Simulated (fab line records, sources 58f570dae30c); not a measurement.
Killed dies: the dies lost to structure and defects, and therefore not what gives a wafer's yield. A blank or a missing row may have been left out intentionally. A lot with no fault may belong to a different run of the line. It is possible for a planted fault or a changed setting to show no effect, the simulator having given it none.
Code-filled problem report in 8D (eight disciplines) form -- flow berkeley cmos170 -- the parts of the form that need people (team, actions taken, sign-off) are left out

1. WHAT IS WRONG
UCB170_ACTIVE_ETCH_15, rf fwd power W: mean 519.4 W over 1 wafer from 1 lot; wafers with no fault: 448.2 W, standard deviation 1.3. That is +55 standard deviations from the usual mean.
The step: etches Si3N4 in CH3F/Ar/O2, stops on SiO2, target depth 242 nm, time 151 s.
Seen first at day 6 15:47 on rie diel-03, wafer L953.4. The record has a number at this step for 39 wafers belonging to 13 lots. The rule behind "out" and "out of limits": a value lying over 4 standard deviations away from the usual mean. Any other wafer with a number is counted as sound.

2. WHAT IT IS, WHAT IT ISN'T
question,is,is not
which readings at this step,rf fwd power W,"CH3F_flow_sccm, O2_flow_sccm, drypump motor current A, mfc ar sccm, throttle valve pct"
which lots,L953,"L942, L943, L944, L946, L947, L949, L950, L952, L959, L960, L961, L965"
which wafers of those lots,L953.4,"L953.3, L953.5"
read on which tools,rie diel-03,"rie diel-01, rie diel-02"
when,from day 6 15:47,"up to then (23 sound wafers); but 15 sound wafers of L952, L959, L960, L961, L965 came after"

3. THE SUSPECTS, EACH WITH WHAT RULES IT OUT
Counting: if a tool at a process step up to the reading ran every lot that is out, it stays a suspect. Sound lots after the first of them don't rule it out here, since some wafers of a struck lot are sound.
- rie diel-03 at UCB170_ACTIVE_ETCH_15 (etches Si3N4 in CH3F/Ar/O2, stops on SiO2, target depth 242 nm, time 151 s): kept. It processed L953, the lot that is out, at day 6 15:47, and its most recent sound lot before then was L950 at day 6 08:26. Its own readings are out on those wafers: rf fwd power W.
- Within rie diel-03 at UCB170_ACTIVE_ETCH_15: the wafers that are out ran in chamber 1; their sound lot-mates ran in chambers 0, 2.
The count leaves rie diel-03 at UCB170_ACTIVE_ETCH_15.

4. THE CAUSE (what the simulator had put in)
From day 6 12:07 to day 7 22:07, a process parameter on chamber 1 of rie diel-03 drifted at UCB170_ACTIVE_ETCH_15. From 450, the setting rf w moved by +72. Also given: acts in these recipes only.
Counting left only this tool.

5. SEQUENCE OF EFFECTS, ordered by route
Rows list readings where the struck wafers' mean (over those with a number) sits beyond 3 standard deviations from the usual. Only readings for which the record gives a usual standard deviation are gone through. hours: the time from each lot's start at the first step in this table that gives one to its start at this step, as a median over the lots. sigmas: the change in usual standard deviations.
hours,step,reading,usual,on struck wafers,change,sigmas
0,UCB170_ACTIVE_ETCH_15,rf fwd power W,448.2 W,519.4,+71.2,+55
0,UCB170_ACTIVE_STRIP_16,strip time to endpoint s,18.08 s,17.81,-0.27,-3.2
The process steps in it:
- UCB170_ACTIVE_ETCH_15: etches Si3N4 in CH3F/Ar/O2, stops on SiO2, target depth 242 nm, time 151 s.
- UCB170_ACTIVE_STRIP_16: strips in O2.

6. HOW IT WOULD HAVE BEEN CAUGHT EARLIER
The fault began at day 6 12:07; the first out-of-limits reading in this record came at day 6 15:47, 4 hours later.
